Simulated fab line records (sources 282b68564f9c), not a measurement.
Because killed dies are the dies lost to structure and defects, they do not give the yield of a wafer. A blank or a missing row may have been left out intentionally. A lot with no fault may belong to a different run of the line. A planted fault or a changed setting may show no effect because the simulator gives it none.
fab line records -- flow ritCmos
record lots=15, wafers=45, lastDay=8
route steps=202 shown M1@195
lots that met no fault: from a run of the same line without faults
startH: hours from the record's opening day to when the first of the lot's shown wafers began -- waitH: how many hours have passed since the lot's step before this one -- " identical to the entry in the row above -- L1.1+2: a row that stands for several wafers -- - value missing, or start not given -- * or withheld: withheld -- < > ~ a bound
route shown NAME@n: a module of which the file shows steps, and the number in the route of the first -- usual: mean/standard deviation of fault-free wafers -- same: alike in all rows -- chamber/n: place in a boat -- sites: the reading at each site -- _std_site: how widely they spread, as a standard deviation -- _edge_site: mean of outer sites minus mean of inner sites -- radiusMm: how far each site lies from the wafer's centre -- mask NAME#n: copy n -- behind: the most recent tool/chamber to have shaped the wafer -- hold: why the lot was held/for how many hours/how that ended -- device: which transistor (n, p or np) failed to switch -- end of line: the tests these same wafers got at the end of their route -- a step with no rows: only its recipe -- killed: dies that structure and defects cost at the first sort, which is not the same as the wafer's yield -- map: dies across one wafer; x = killed, . = not, _ = none there
set.NAME: the setting as run; set.NAME@STEP: as run at that earlier step -- model.NAME: the simulator's own value behind a step, which no gauge read
one table for each step of the route and one row for each wafer, over a sample of lots
services: the hour from which a tool's chamber was out of use, counted from the record's first day as startH (under 0 if before that day), plus the number of hours and why
## steps
# step RIT_M1_HARDBAKE_11
# recipe resist=NOVOLAK, tempC=140, timeS=120
# usual heaterPowerTotalW=52.04/0.061, plateTempC=140.00/0.15
lot.wafer,tool,chamber,startH,waitH,heaterPowerTotalW,plateTempC
L340.2,lithoTrack-03,0,61.09,0.1,52.02,140.12
L340.3,lithoTrack-03,0,61.09,0.1,52.02,139.88
L340.4,lithoTrack-03,0,61.09,0.1,51.97,140.28
L341.1,lithoTrack-01,0,66.16,0.0,52.02,139.81
L341.2,lithoTrack-01,0,66.16,0.0,51.95,139.66
L341.5,lithoTrack-01,0,66.16,0.0,52.05,139.75
L342.2,lithoTrack-04,0,70.48,0.1,51.96,140.08
L342.3,lithoTrack-04,0,70.48,0.1,52.05,140.16
L342.5,lithoTrack-04,0,70.48,0.1,52.04,140.16
L343.1,lithoTrack-03,0,79.62,0.0,52.04,140.03
L343.2,lithoTrack-03,0,79.62,0.0,52.11,139.80
L343.4,lithoTrack-03,0,79.62,0.0,51.96,139.95
L345.1,lithoTrack-01,0,88.31,0.0,52.00,139.94
L345.3,lithoTrack-01,0,88.31,0.0,52.13,139.64
L345.6,lithoTrack-01,0,88.31,0.0,52.13,139.85
L347.2,lithoTrack-01,0,98.91,0.1,52.08,140.12
L347.3,lithoTrack-01,0,98.91,0.1,51.99,139.95
L347.6,lithoTrack-01,0,98.91,0.1,52.17,140.17
L351.1,lithoTrack-03,0,120.93,0.0,52.02,139.92
L351.2,lithoTrack-03,0,120.93,0.0,52.13,140.16
L351.6,lithoTrack-03,0,120.93,0.0,52.12,139.77
L353.1,lithoTrack-04,0,126.01,0.0,52.06,140.13
L353.4,lithoTrack-04,0,126.01,0.0,51.98,139.93
L353.6,lithoTrack-04,0,126.01,0.0,52.16,140.04
L355.1,lithoTrack-01,0,136.64,0.0,52.04,139.83
L355.5,lithoTrack-01,0,136.64,0.0,51.96,139.77
L355.6,lithoTrack-01,0,136.64,0.0,52.09,140.03
L356.1,lithoTrack-01,0,141.15,0.0,52.55,141.04
L356.5,lithoTrack-01,0,141.15,0.0,52.54,141.14
L356.6,lithoTrack-01,0,141.15,0.0,52.54,141.17
L357.2,lithoTrack-01,0,150.90,0.2,52.44,141.00
L357.4,lithoTrack-01,0,150.90,0.2,52.45,140.86
L357.6,lithoTrack-01,0,150.90,0.2,52.63,140.95
L358.2,lithoTrack-01,0,158.67,0.2,52.54,140.99
L358.4,lithoTrack-01,0,158.67,0.2,52.51,140.86
L358.6,lithoTrack-01,0,158.67,0.2,52.63,141.01
L360.2,lithoTrack-03,0,165.63,0.1,52.13,140.03
L360.3,lithoTrack-03,0,165.63,0.1,52.09,140.09
L360.4,lithoTrack-03,0,165.63,0.1,52.03,140.12
L361.1,lithoTrack-04,0,174.09,0.0,52.01,140.22
L361.5,lithoTrack-04,0,174.09,0.0,52.01,140.25
L361.6,lithoTrack-04,0,174.09,0.0,51.99,140.02
L362.1,lithoTrack-04,0,186.19,0.0,52.06,140.01
L362.4,lithoTrack-04,0,186.19,0.0,52.03,139.82
L362.6,lithoTrack-04,0,186.19,0.0,52.20,139.94
# step RIT_M1_PROBE_99
# usual defectLimitedYield=97.4/1.1, killed_at_M0_to_M3=0.0/0.12, killedAtContacts=0.1/0.24, killedAtFrontEnd=6.7/2.9, killedDies=6.8/2.9, killedOpen=3.5/2, killedShort=3.2/1.9, sort_bin_3_pad_short=0.1/0.22, sort_bin_5_function=1.4/0.82, sort_bin_6_memory=1.0/0.64, sortNPass=257.2/2.9, sortYieldPct=97.4/1.1
# same grossDies=264, killed_at_M4_up=0, killedAtBackSide=0, killedAtOther=0
lot.wafer,tool,chamber,startH,waitH,defectLimitedYield[%],killed_at_M0_to_M3,killedAtContacts,killedAtFrontEnd,killedDies,killedOpen,killedShort,sort_bin_3_pad_short[%],sort_bin_5_function[%],sort_bin_6_memory[%],sortNPass,sortYieldPct[%]
L340.2,prober-02,-,63.60,0.1,96.2,0,0,10,10,2,8,0.4,2.7,0.8,254.0,96.2
L340.3,prober-02,-,63.65,0.2,95.8,0,0,11,11,6,5,0.4,1.1,2.7,253.0,95.8
L340.4,prober-02,-,63.70,0.2,97.0,0,0,8,8,3,5,0,2.3,0.8,256.0,97.0
L353.1,prober-01,-,128.52,0.1,98.1,0,0,5,5,3,2,0,1.5,0.4,259.0,98.1
L353.4,prober-01,-,128.67,0.2,97.7,0,0,6,6,2,4,0,1.9,0.4,258.0,97.7
L353.6,prober-01,-,128.77,0.2,98.9,0,0,3,3,0,3,0.4,0.4,0.4,261.0,98.9
L357.2,prober-01,-,153.41,0.1,98.5,0,0,4,4,2,2,0,0.4,1.1,260.0,98.5
L357.4,prober-01,-,153.51,0.2,95.5,0,0,12,12,8,4,0.4,3.8,0.4,252.0,95.5
L357.6,prober-01,-,153.61,0.2,97.7,0,0,6,6,3,3,0,1.5,0.8,258.0,97.7
L358.2,prober-02,-,161.18,0.1,97.7,0,0,6,6,4,2,0,1.1,1.1,258.0,97.7
L358.4,prober-02,-,161.28,0.2,99.2,0,0,2,2,0,2,0,0.4,0.4,262.0,99.2
L358.6,prober-02,-,161.38,0.2,97.3,0,0,7,7,4,3,0.8,1.5,0.4,257.0,97.3
# killed by level:class
L340.2 GATE:geometricParticle:short=2 SPACER:geometricParticle:short=2 SILICIDE:geometricParticle:short=2 FOX1:geometricParticle:short=1 GATE:geometricParticle:open=1 REOX:geometricParticle:short=1 REOX:geometricParticle:open=1
L340.3 GATE:geometricParticle:open=3 GATE:geometricParticle:short=2 REOX:geometricParticle:short=2 FOX1:geometricParticle:open=1 REOX:geometricParticle:open=1 SPACER:geometricParticle:open=1 SPACER:geometricParticle:short=1
L340.4 REOX:geometricParticle:short=3 FOX2:geometricParticle:short=1 GATE:geometricParticle:short=1 REOX:geometricParticle:open=1 SPACER:geometricParticle:open=1 SILICIDE:geometricParticle:open=1
L353.1 SPACER:geometricParticle:open=3 GATE:geometricParticle:short=2
L353.4 FOX2:geometricParticle:short=1 FOX2:geometricParticle:open=1 REOX:geometricParticle:open=1 REOX:geometricParticle:short=1 SPACER:geometricParticle:short=1 SILICIDE:geometricParticle:short=1
L353.6 REOX:geometricParticle:short=2 GATE:geometricParticle:short=1
L357.2 GATE:geometricParticle:open=2 SILICIDE:geometricParticle:short=2
L357.4 GATE:geometricParticle:open=4 FOX2:geometricParticle:open=2 FOX1:geometricParticle:short=1 FOX2:geometricParticle:short=1 REOX:geometricParticle:short=1 REOX:geometricParticle:open=1 SPACER:geometricParticle:short=1 SILICIDE:geometricParticle:open=1
L357.6 SPACER:geometricParticle:open=2 FOX1:geometricParticle:short=1 GATE:geometricParticle:open=1 GATE:geometricParticle:short=1 SPACER:geometricParticle:short=1
L358.2 GATE:geometricParticle:open=3 GATE:geometricParticle:short=1 REOX:geometricParticle:short=1 REOX:geometricParticle:open=1
L358.4 GATE:geometricParticle:short=1 SPACER:geometricParticle:short=1
L358.6 GATE:geometricParticle:open=3 GATE:geometricParticle:short=1 REOX:geometricParticle:short=1 SILICIDE:geometricParticle:short=1 SILICIDE:geometricParticle:open=1
## services
tool,chamber,startH,hours,kind
lithoTrack-01,-,150.54,-,consumableReplace:filter
## key
firstSign step=RIT_M1_HARDBAKE_11, reading=heaterPowerTotalW, direction=up, sigmas=8.2, usual=52.04, struck=52.54
effect step=RIT_M1_HARDBAKE_11, reading=plateTempC, direction=up, sigmas=6.7, usual=*, struck=*
metAt RIT_M1_HARDBAKE_11
struckLots L356,L357,L358
onsetBetween 136.64 141.15
fault kind=processParameterDrift, tool=lithoTrack-01, chamber=-, onsetH=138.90, steps=RIT_M1_HARDBAKE_11, channel=tempC, offset=*, shape=step, endH=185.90, actsIn=*, stated=*
